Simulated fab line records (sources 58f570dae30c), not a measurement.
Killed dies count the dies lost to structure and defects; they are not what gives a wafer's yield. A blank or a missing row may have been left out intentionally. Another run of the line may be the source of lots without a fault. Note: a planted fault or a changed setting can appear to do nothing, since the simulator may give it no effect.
Which of the tools did it? + flow berkeleyCmos170 + 21 wafers from 7 lots sampled at 3 of the route's 331 steps

## WHAT EACH GAUGE READ, for each wafer
UCB170_NLDD_CD_MEAS_06: target cd 1200 nm.
| lot  | measured     | on       | cdNm (nm)            |
|------|--------------|----------|----------------------|
| L513 | day 6 20:27  | cdSem-02 | 1199.4 1198.0 1199.6 |
| L515 | day 6 21:11  | cdSem-01 | 1203.2 1200.5 1201.3 |
| L523 | day 8 18:33  | cdSem-01 | - - -                |
| L525 | day 9 09:19  | cdSem-02 | - - -                |
| L531 | day 10 06:13 | cdSem-01 | 1198.4 1199.0 1199.6 |
| L532 | day 10 05:16 | cdSem-01 | 1201.1 1200.4 1201.5 |
| L535 | day 10 21:20 | cdSem-01 | 1198.9 1199.6 1200.9 |

## WHAT TOOL EACH LOT RAN ON (gives the tool, then ch and the chambers of the sampled wafers, and finally the start)
| lot  | UCB170_PVT_STRIP_08                 | UCB170_NLDD_COAT_01              |
|------|-------------------------------------|----------------------------------|
| L513 | plasmaAsher-02 ch 0,1, day 6 01:35  | lithoTrack-01 ch 0, day 6 19:46  |
| L515 | plasmaAsher-01 ch 0,1, day 6 06:24  | lithoTrack-03 ch 0, day 6 20:16  |
| L523 | plasmaAsher-04 ch 0,1, day 7 23:46  | lithoTrack-03, day 8 17:44       |
| L525 | plasmaAsher-04 ch 0,1, day 8 17:40  | lithoTrack-03, day 9 08:11       |
| L531 | plasmaAsher-04 ch 0, day 9 13:36    | lithoTrack-02 ch 0, day 10 04:38 |
| L532 | plasmaAsher-04 ch 0,1, day 9 14:05  | lithoTrack-03 ch 0, day 10 04:25 |
| L535 | plasmaAsher-01 ch 0,1, day 10 04:02 | lithoTrack-03 ch 0, day 10 20:14 |
- UCB170_PVT_STRIP_08: strips in O2.
- UCB170_NLDD_COAT_01: resist thk 900 nm.

## THE ANSWER, worked out from the rows above alone
Rule: the lots themselves supply what counts as usual. The widest of any qualifying gaps counts: lots, ordered by their means at a reading, are off when they make up no more than a third of the lots, leave a main group of 4 or more, and stand apart from it by 3 or more times the standard deviation of that group's means. A main group whose means are all the same, to the digits that the tables above print for the reading, isn't used. Also off: a lot with no number at a reading for which 4 or more lots have one. Any other lot the step has rows for is counted as sound.
Off at UCB170_NLDD_CD_MEAS_06 (cdNm): L523, L525. Without a number there: L523, L525. The main group: mean 1200.1 nm, standard deviation 1.1.
If a tool, at a process step before that reading, ran all the lots that are off and no sound lot after the first of them, it fits. The gauges at UCB170_NLDD_CD_MEAS_06 are tried like those tools. Not one of the candidates tried fits.

## WHAT THE SIMULATOR PUT IN
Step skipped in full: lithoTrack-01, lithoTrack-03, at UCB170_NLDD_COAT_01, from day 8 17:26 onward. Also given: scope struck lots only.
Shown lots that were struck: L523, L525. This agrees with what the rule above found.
